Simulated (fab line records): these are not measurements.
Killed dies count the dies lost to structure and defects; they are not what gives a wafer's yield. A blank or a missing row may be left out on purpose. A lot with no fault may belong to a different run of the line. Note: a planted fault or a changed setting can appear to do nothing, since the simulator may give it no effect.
fab line records    flow ritCmos
[record] lots = 6  wafers = 18  lastDay = 6
route steps=202 shown GATE@83 M1@202
lots untouched by any fault: they come from a run of this same line in which no faults occurred
startH: hours from the record's first day to the start of the lot's first wafer shown    waitH: hours since the lot's step before    " same as the row above    L1.1+2: several wafers, shown together as one row    - no value, or no start was given    * or withheld: withheld    < > ~ a bound
route shown NAME@n: NAME is a module with steps in the file, n the number in the route of the first one    usual: mean and standard deviation over wafers with no fault    same: alike in all rows    chamber/n: place in a boat    sites: the reading at each site    _std_site: their standard deviation    _edge_site: inner sites' mean taken away from outer sites' mean    radiusMm: for every site, how far away it sits from the centre of the wafer    mask NAME#n: copy n    behind: the tool/chamber that last shaped the wafer    hold: why the lot was held/for how many hours/how that ended    device: the n, p or np transistor that did not switch    end of line: tests run on the same wafers once the route is complete    a step with no rows: only its recipe    killed: dies lost to structure and defects at the first sort, not the wafer's yield    map: the dies of a wafer, with x for killed, . for not killed, _ for no die there
set.NAME: the setting as run; set.NAME@STEP: as run at that earlier step    model.NAME: the simulator's own value behind a step, which no gauge read
certain route steps with their lots: each step a table, each wafer a row
services: from which hour (startH, from the record's first day; less than 0 if before it) a tool's chamber was out of use, for how many hours, and why
[[steps]]
[step RIT_GATE_THK_MEAS_07]
[recipe] reads = SiO2_of_GATE_OXIDATION_05
[usual] GATE_OXIDE_THK = 3.00/0.069
lot.wafer  tool          chamber  startH  waitH  GATE_OXIDE_THK[nm]
L372.3     filmMetro-01  -        79.92   0.0    3.05
L372.5     "             -        "       "      3.05
L372.6     "             -        "       "      3.05
L373.2     filmMetro-01  -        83.93   0.0    3.06
L373.4     "             -        "       "      3.02
L373.5     "             -        "       "      2.99
L374.3     filmMetro-02  -        90.14   0.0    2.94
L374.4     "             -        "       "      2.96
L374.5     "             -        "       "      2.93
L378.1     filmMetro-01  -        108.33  0.0    2.97
L378.4     "             -        "       "      3.02
L378.6     "             -        "       "      2.93
L379.1     filmMetro-02  -        113.38  0.0    3.10
L379.2     "             -        "       "      3.12
L379.4     "             -        "       "      3.14
L380.3     filmMetro-01  -        118.72  0.0    3.00
L380.5     "             -        "       "      3.04
L380.6     "             -        "       "      2.98
[step RIT_GATE_CVD_08]
[recipe] material = poly-Si  targetThkNm = 250  tempC = 610  precursor = SiH4  timeS = 2220  pressureMtorr = 300  sih4FlowSccm = 100
[step RIT_GATE_THK_MEAS_09]
[recipe] reads = poly-Si_of_GATE_CVD_08
[usual] GATE_POLY_THK = 249.0/2.1
lot.wafer  tool          chamber  startH  waitH  GATE_POLY_THK[nm]
L372.3     filmMetro-02  -        81.59   0.0    250.1
L372.5     "             -        "       "      249.3
L372.6     "             -        "       "      245.6
L373.2     filmMetro-01  -        85.60   0.0    248.4
L373.4     "             -        "       "      250.2
L373.5     "             -        "       "      247.8
L374.3     filmMetro-02  -        91.82   0.0    251.9
L374.4     "             -        "       "      252.2
L374.5     "             -        "       "      250.6
L378.1     filmMetro-01  -        110.01  0.0    249.0
L378.4     "             -        "       "      250.1
L378.6     "             -        "       "      251.3
L379.1     filmMetro-02  -        115.06  0.0    248.9
L379.2     "             -        "       "      250.1
L379.4     "             -        "       "      249.2
L380.3     filmMetro-01  -        120.40  0.0    248.9
L380.5     "             -        "       "      247.4
L380.6     "             -        "       "      248.4
[step RIT_GATE_HMDS_10]
[recipe] primeTimeS = 60  primeTempC = 140
[step RIT_GATE_COAT_11]
[recipe] resist = NOVOLAK  spinRpm = 4250  resistThkNm = 850
[step RIT_GATE_SOFTBAKE_12]
[recipe] resist = NOVOLAK  tempC = 90  timeS = 60
[step RIT_GATE_EXPOSE_13]
[recipe] maskId = M6  na = 0.6  sourceShape = conventional  sigmaOuter = 0.6  targetCdNm = 150  doseMj = 380
[step RIT_GATE_PEB_14]
[recipe] resist = NOVOLAK  tempC = withheld  timeS = withheld
[step RIT_GATE_DEVELOP_15]
[recipe] resist = NOVOLAK  developTimeS = 50  devTempC = 23
[step RIT_GATE_CD_MEAS_16]
[recipe] targetCdNm = 150
[usual] cdNm = 150.6/2.1
lot.wafer  tool      chamber  startH  waitH  cdNm
L372.3     cdSem-01  -        82.65   -      147.0
L372.5     "         -        "       "      150.0
L372.6     "         -        "       "      151.3
L373.2     cdSem-01  -        86.65   -      150.3
L373.4     "         -        "       "      150.6
L373.5     "         -        "       "      149.4
L374.3     cdSem-02  -        92.87   -      149.5
L374.4     "         -        "       "      147.8
L374.5     "         -        "       "      149.0
L378.1     cdSem-02  -        111.11  -      154.4
L378.4     "         -        "       "      153.3
L378.6     "         -        "       "      155.3
L379.1     cdSem-02  -        116.22  -      154.4
L379.2     "         -        "       "      151.9
L379.4     "         -        "       "      151.0
L380.3     cdSem-02  -        121.78  -      152.2
L380.5     "         -        "       "      152.0
L380.6     "         -        "       "      149.6
[step RIT_GATE_OVL_MEAS_17]
[usual] GATE_OVL = -0.9/1.2
lot.wafer  tool        chamber  startH  waitH  GATE_OVL[nm]
L372.3     overlay-02  -        82.74   0.1    0.0
L372.5     "           -        "       "      0.5
L372.6     "           -        "       "      1.8
L373.2     overlay-02  -        86.75   0.1    1.7
L373.4     "           -        "       "      2.0
L373.5     "           -        "       "      -0.6
L374.3     overlay-01  -        92.96   0.1    -0.7
L374.4     "           -        "       "      -1.9
L374.5     "           -        "       "      -1.9
L378.1     overlay-02  -        111.23  0.1    -0.5
L378.4     "           -        "       "      -1.3
L378.6     "           -        "       "      0.0
L379.1     overlay-01  -        116.34  0.1    0.3
L379.2     "           -        "       "      -1.6
L379.4     "           -        "       "      -0.7
L380.3     overlay-01  -        121.87  0.1    -2.2
L380.5     "           -        "       "      -1.4
L380.6     "           -        "       "      -0.6
[step RIT_GATE_HARDBAKE_18]
[recipe] resist = NOVOLAK  tempC = 140  timeS = 60
[step RIT_GATE_ETCH_19]
[recipe] chemistry = SF6/CHF3/O2  timeS = 165  SF6_flow_sccm = 30  CHF3_flow_sccm = 30  O2_flow_sccm = 5  target = poly-Si  pressureMtorr = 40  rfW = 160  targetDepthA = 3125  overEtchFrac = 0.25  stopOn = SiO2
[usual] drypumpMotorCurrentA = 5.7/0.37  oesProductAu = 0.849/0.0098  rfFwdPowerW = 159.4/0.48  throttleValvePct = 10.28/0.17
[same] overEtchFrac = 0.25
lot.wafer  tool      chamber  startH  waitH  drypumpMotorCurrentA  oesProductAu  rfFwdPowerW  rfHoursCounterH  throttleValvePct  model.NOVOLAK_of_GATE_COAT_11.thkNm
L372.3     rieSi-02  1        82.91   0.1    5.1                   0.858         159.7        28               10.32             668.6
L372.5     "         2        "       "      5.9                   0.839         159.6        -                9.98              668.1
L372.6     "         1        "       "      5.0                   0.852         159.4        -                10.32             669
L373.2     rieSi-01  2        86.93   0.1    5.6                   0.843         159.5        130              10.45             670.5
L373.4     "         0        "       "      6.3                   0.870         159.4        136              10.20             671.7
L373.5     "         2        "       "      5.6                   0.845         160.3        -                10.41             673.7
L374.3     rieSi-02  2        93.14   0.1    5.8                   0.842         159.1        2                10.00             661.5
L374.4     "         1        "       "      5.0                   0.862         159.6        28               10.34             667.5
L374.5     "         3        "       "      5.5                   0.852         159.6        -                10.47             671.3
L378.1     rieSi-02  1        111.42  0.1    5.1                   0.859         159.2        28               10.31             667.6
L378.4     "         2        "       "      5.8                   0.846         185.0        2                9.99              652.3
L378.6     "         2        "       "      5.9                   0.838         185.5        -                10.00             651.4
L379.1     rieSi-01  0        116.80  0.1    6.3                   0.862         159.6        136              10.19             672
L379.2     "         3        "       "      6.0                   0.847         158.9        104              10.40             672.2
L379.4     "         2        "       "      5.6                   0.855         159.7        130              10.42             672.3
L380.3     rieSi-02  2        122.04  0.1    5.9                   0.836         185.4        2                9.96              650.2
L380.5     "         0        "       "      5.4                   0.838         159.3        -                10.39             666.1
L380.6     "         1        "       "      5.1                   0.848         159.3        -                10.34             665.2
[step RIT_GATE_STRIP_20]
[recipe] chemistry = O2  timeS = 180  resist = NOVOLAK  platenTempC = withheld  powerW = 500  pressureMtorr = 4000  o2FlowSccm = 4000
[usual] drypumpMotorCurrentA = 5.9/0.41
lot.wafer  tool            chamber  startH  waitH  drypumpMotorCurrentA  rfHoursCounterH
L372.3     plasmaAsher-01  1        83.08   0.1    5.4                   -
L372.5     "               1        "       "      5.4                   -
L372.6     "               0        "       "      6.1                   -
L373.2     plasmaAsher-04  1        87.04   0.1    6.1                   47
L373.4     "               0        "       "      6.2                   -
L373.5     "               0        "       "      6.3                   -
L374.3     plasmaAsher-04  0        93.30   0.1    6.3                   -
L374.4     "               1        "       "      6.1                   -
L374.5     "               0        "       "      6.3                   -
L378.1     plasmaAsher-01  1        111.53  0.1    5.4                   42
L378.4     "               0        "       "      6.1                   -
L378.6     "               0        "       "      6.1                   -
L379.1     plasmaAsher-04  0        116.91  0.1    6.3                   51
L379.2     "               1        "       "      6.1                   51
L379.4     "               0        "       "      6.3                   -
L380.3     plasmaAsher-04  0        122.21  0.1    6.3                   -
L380.5     "               1        "       "      6.1                   -
L380.6     "               0        "       "      6.3                   -
[step RIT_M1_PROBE_99]
[usual] killedAtFrontEnd = 7/3.1  killedDies = 7/3.1  killedOpen = 3.4/2.1  killedShort = 3.5/2
[same] grossDies = 264  killed_at_M0_to_M3 = 0  killed_at_M4_up = 0  killedAtBackSide = 0  killedAtContacts = 0  killedAtOther = 0
lot.wafer  tool       chamber  startH  waitH  killedAtFrontEnd  killedDies  killedOpen  killedShort  model.etest.pmosTurned.rOnOhmUm  model.etest.pmos_0p3.rOnOhmUm  model.etest.pmos_0p15.rOnOhmUm  model.etest.pmos_0p15.driveUaUm  model.etest.pmosTurned.driveUaUm  model.etest.pwellPinched.rsOhmSq  model.etest.nmos_0p15.driveUaUm  model.etest.nwellPinched.rsOhmSq
L372.3     prober-01  -        103.34  0.2    5                 5           2           3            3376                             6252                           2729                            262.6                            197                               467.8                             476.6                            344.6
L372.5     prober-01  -        103.44  0.2    9                 9           6           3            3404                             6309                           2784                            257.9                            198.3                             466.6                             465.9                            343.4
L372.6     prober-01  -        103.49  0.2    6                 6           4           2            3503                             6432                           2865                            250.6                            193.8                             466.1                             458                              347.6
L373.2     prober-02  -        107.14  0.1    9                 9           4           5            3276                             6217                           2710                            263.3                            202.9                             465.9                             468.7                            341.4
L373.4     prober-02  -        107.24  0.2    5                 5           4           1            3344                             6350                           2723                            257.4                            199.2                             461.6                             466.9                            337.4
L373.5     prober-02  -        107.29  0.2    6                 6           5           1            3284                             6168                           2633                            264.4                            202.2                             464.1                             482                              337.8
L374.3     prober-01  -        113.03  0.2    6                 6           4           2            3338                             6158                           2705                            266                              199.9                             465.4                             465.4                            349.1
L374.4     prober-01  -        113.08  0.2    14                14          8           6            3256                             6133                           2623                            271.1                            203.7                             460.2                             476.9                            339.3
L374.5     prober-01  -        113.13  0.2    12                12          6           6            3350                             6156                           2709                            267.3                            204.5                             476                               470.7                            346.7
L378.1     prober-02  -        131.46  0.1    8                 8           2           6            3342                             6166                           2747                            253.8                            196.1                             453.4                             456.8                            331.7
L378.4     prober-02  -        131.61  0.2    3                 3           2           1            3170                             6166                           2603                            277.3                            216.9                             484                               477.9                            348.3
L378.6     prober-02  -        131.71  0.2    10                10          6           4            3193                             6076                           2622                            276.5                            212.4                             481.7                             470.7                            350.8
L379.1     prober-01  -        136.42  0.1    10                10          6           4            3671                             6603                           3005                            236.6                            182.2                             470.1                             433.8                            346.7
L379.2     prober-01  -        136.47  0.1    3                 3           1           2            3543                             6500                           2874                            244.8                            186.3                             466.6                             447.8                            340.4
L379.4     prober-01  -        136.57  0.2    8                 8           2           6            3563                             6521                           2897                            246.6                            187.1                             473.4                             446                              345.1
L380.3     prober-02  -        142.41  0.2    12                12          10          2            3308                             6175                           2640                            274.2                            203.3                             471.2                             492.3                            351.4
L380.5     prober-02  -        142.51  0.2    11                11          5           6            3578                             6390                           2908                            245                              181.1                             459.2                             468.3                            338.5
L380.6     prober-02  -        142.56  0.2    7                 7           1           6            3406                             6293                           2743                            255.1                            191.6                             445.3                             492.5                            329.7
// killed by level:class
L372.3 GATE:geometricParticle:short=2 FOX1:geometricParticle:short=1 GATE:geometricParticle:open=1 SILICIDE:geometricParticle:open=1
L372.5 GATE:geometricParticle:open=3 GATE:geometricParticle:short=3 FOX1:geometricParticle:open=1 SPACER:geometricParticle:open=1 SILICIDE:geometricParticle:open=1
L372.6 GATE:geometricParticle:open=4 GATE:geometricParticle:short=2
L373.2 FOX1:geometricParticle:short=2 FOX2:geometricParticle:short=2 FOX1:geometricParticle:open=1 FOX2:geometricParticle:open=1 GATE:geometricParticle:short=1 GATE:geometricParticle:open=1 REOX:geometricParticle:open=1
L373.4 FOX1:geometricParticle:open=2 GATE:geometricParticle:short=1 SILICIDE:geometricParticle:open=1 REOX:geometricParticle:open=1
L373.5 GATE:geometricParticle:open=2 SILICIDE:geometricParticle:open=2 FOX2:geometricParticle:open=1 REOX:geometricParticle:short=1
L374.3 FOX1:geometricParticle:open=2 GATE:geometricParticle:open=2 GATE:geometricParticle:short=1 SILICIDE:geometricParticle:short=1
L374.4 SPACER:geometricParticle:open=3 FOX1:geometricParticle:short=2 GATE:geometricParticle:open=2 REOX:geometricParticle:open=2 SPACER:geometricParticle:short=2 FOX1:geometricParticle:open=1 GATE:geometricParticle:short=1 SILICIDE:geometricParticle:short=1
L374.5 GATE:geometricParticle:short=3 FOX1:geometricParticle:open=2 FOX2:geometricParticle:short=2 GATE:geometricParticle:open=2 FOX1:geometricParticle:short=1 FOX2:geometricParticle:open=1 REOX:geometricParticle:open=1
L378.1 FOX1:geometricParticle:short=2 FOX2:geometricParticle:short=1 GATE:geometricParticle:open=1 GATE:geometricParticle:short=1 REOX:geometricParticle:open=1 SPACER:geometricParticle:short=1 SILICIDE:geometricParticle:short=1
L378.4 FOX2:geometricParticle:short=1 GATE:geometricParticle:open=1 REOX:geometricParticle:open=1
L378.6 GATE:geometricParticle:open=3 REOX:geometricParticle:short=2 FOX2:geometricParticle:short=1 FOX2:geometricParticle:open=1 GATE:geometricParticle:short=1 REOX:geometricParticle:open=1 SPACER:geometricParticle:open=1
L379.1 GATE:geometricParticle:short=3 GATE:geometricParticle:open=3 FOX1:geometricParticle:open=2 REOX:geometricParticle:short=1 SILICIDE:geometricParticle:open=1
L379.2 FOX1:geometricParticle:open=1 FOX1:geometricParticle:short=1 SILICIDE:geometricParticle:short=1
L379.4 GATE:geometricParticle:short=2 SPACER:geometricParticle:short=2 FOX2:geometricParticle:open=1 FOX2:geometricParticle:short=1 GATE:geometricParticle:open=1 SILICIDE:geometricParticle:short=1
L380.3 GATE:geometricParticle:open=4 FOX1:geometricParticle:open=3 SPACER:geometricParticle:open=2 GATE:geometricParticle:short=2 REOX:geometricParticle:open=1
L380.5 GATE:geometricParticle:short=4 SPACER:geometricParticle:open=3 GATE:geometricParticle:open=2 FOX2:geometricParticle:short=1 SPACER:geometricParticle:short=1
L380.6 SPACER:geometricParticle:short=2 FOX1:geometricParticle:short=1 FOX2:geometricParticle:short=1 GATE:geometricParticle:short=1 REOX:geometricParticle:open=1 REOX:geometricParticle:short=1
[[services]]
tool            chamber  startH  hours  kind
rieSi-01        0        60.62   14.0   repair
plasmaAsher-01  -        120.14  15.6   pm
[[key]]
[firstSign] step = RIT_GATE_ETCH_19  reading = rfFwdPowerW  direction = up  sigmas = 54  usual = 159.4  struck = 185.3
effect none on later readings
[modelEffect] step = RIT_GATE_ETCH_19  value = NOVOLAK_of_GATE_COAT_11.thkNm  without = 665.3  struck = 651.3
[modelEffect] step = RIT_M1_PROBE_99  value = etest.pmosTurned.rOnOhmUm  without = 3542  struck = 3224
metAt RIT_GATE_ETCH_19
struckWafers L378.4,L378.6,L380.3
testerLeftOut L378,L380
onsetBetween 93.14 111.42
[fault] kind = processParameterDrift  tool = rieSi-02  chamber = 2  onsetH = 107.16  steps = RIT_GATE_ETCH_19  channel = rfW  offset = 25.6  shape = step  endH = 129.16  stated = 160
// testerLeftOut: of these lots the tester's yield and bins aren't shown, on N5 and GAA mostly nor the transistor test; their killed dies are dies lost to structure and defects alone, not to doping, threshold or leakage, so they don't give the yield
